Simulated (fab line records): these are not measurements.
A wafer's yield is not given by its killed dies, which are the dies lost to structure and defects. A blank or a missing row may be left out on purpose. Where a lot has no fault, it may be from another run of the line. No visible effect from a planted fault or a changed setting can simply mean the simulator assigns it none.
Which tool is to blame? ; flow rit_cmos ; 14 lots with 42 wafers sampled at 2 steps, on a route of 202 steps

## WHAT EACH GAUGE READ, for each wafer
The record holds no reading of a measuring or inspecting step that can be judged against a usual standard deviation.

## TOOL THAT RAN EACH LOT (tool first, then ch and the chambers of the sampled wafers, then the start)
lot;RIT_SDANNEAL_CLEAN_00;RIT_M1_PROBE_99
L319;wet_bench-02 ch 2, day 3 02:57;-
L321;wet_bench-01 ch 0, day 3 12:52;-
L322;wet_bench-01 ch 2, day 3 18:44;-
L323;wet_bench-03 ch 1, day 4 04:19;-
L324;wet_bench-03 ch 1, day 4 06:05;prober-01, day 4 13:59
L326;wet_bench-01 ch 3, day 4 14:40;-
L328;wet_bench-01 ch 3, day 5 03:17;-
L331;wet_bench-03 ch 0, day 5 23:43;-
L333;wet_bench-02 ch 2, day 6 05:55;-
L336;wet_bench-03 ch 1, day 7 05:22;-
L338;wet_bench-02 ch 1, day 7 06:59;prober-01, day 7 14:59
L339;wet_bench-03 ch 3, day 7 12:01;-
L341;wet_bench-03 ch 0, day 8 02:24;-
L342;wet_bench-01 ch 0, day 8 04:37;-
- RIT_SDANNEAL_CLEAN_00: cleans in SC1, time 600 s.
- RIT_M1_PROBE_99

## AS READ BY THE TOOLS THEMSELVES (means over the sampled wafers that have a number; for cases with no such wafer, the mark the record gives instead)
RIT_SDANNEAL_CLEAN_00. Usual: run_length_s 628 s, standard deviation 3.5; temp_c 75.04 C, standard deviation 0.12.
lot;tool;run_length_s (s);temp_c (C);flag
L319;wet_bench-02;627;75.03;
L321;wet_bench-01;623;74.96;
L322;wet_bench-01;625;74.90;
L323;wet_bench-03;627;74.92;
L324;wet_bench-03;627;75.06;
L326;wet_bench-01;534;74.94;OFF
L328;wet_bench-01;533;75.09;OFF
L331;wet_bench-03;625;75.02;
L333;wet_bench-02;627;75.02;
L336;wet_bench-03;636;75.23;
L338;wet_bench-02;633;75.01;
L339;wet_bench-03;634;75.15;
L341;wet_bench-03;626;75.04;
L342;wet_bench-01;625;75.12;

RIT_M1_PROBE_99. Usual: killed_at_M0_to_M3 0.0, standard deviation 0.083; killed_at_contacts 0.1, standard deviation 0.23; killed_at_front_end 7, standard deviation 3.1; killed_dies 7, standard deviation 3.1; killed_open 3.3, standard deviation 2; killed_short 3.6, standard deviation 1.9.
lot;tool;killed_at_M0_to_M3;killed_at_contacts;killed_at_front_end;killed_dies;killed_open;killed_short;flag
L324;prober-01;0.0;0.3;6;7;2.0;4.7;
L338;prober-01;0.0;0.0;12;12;7.0;4.7;

## THE ANSWER, worked out from the rows above alone
Rule: a lot counts as off when the mean over its wafers that have a number is more than 3 standard deviations away from the usual mean. A lot without any number at a reading at which 4 lots or more have one is off too. The other lots that the step has rows for count as sound. The gauges are gone through in route order, then the tools' own readings, and for those a lot's mean is taken as printed above. The first step at which some lot is off is used, and at that step the reading that is off furthest; a lot without a number counts as furthest.
Off: L326, L328, at RIT_SDANNEAL_CLEAN_00 (run_length_s).
If a tool, at that step or one of the process steps before it, ran each lot that is off and ran no sound lot following the first of them, it fits. Not one of the candidates tried fits.

## WHAT HAD BEEN PUT IN BY THE SIMULATOR
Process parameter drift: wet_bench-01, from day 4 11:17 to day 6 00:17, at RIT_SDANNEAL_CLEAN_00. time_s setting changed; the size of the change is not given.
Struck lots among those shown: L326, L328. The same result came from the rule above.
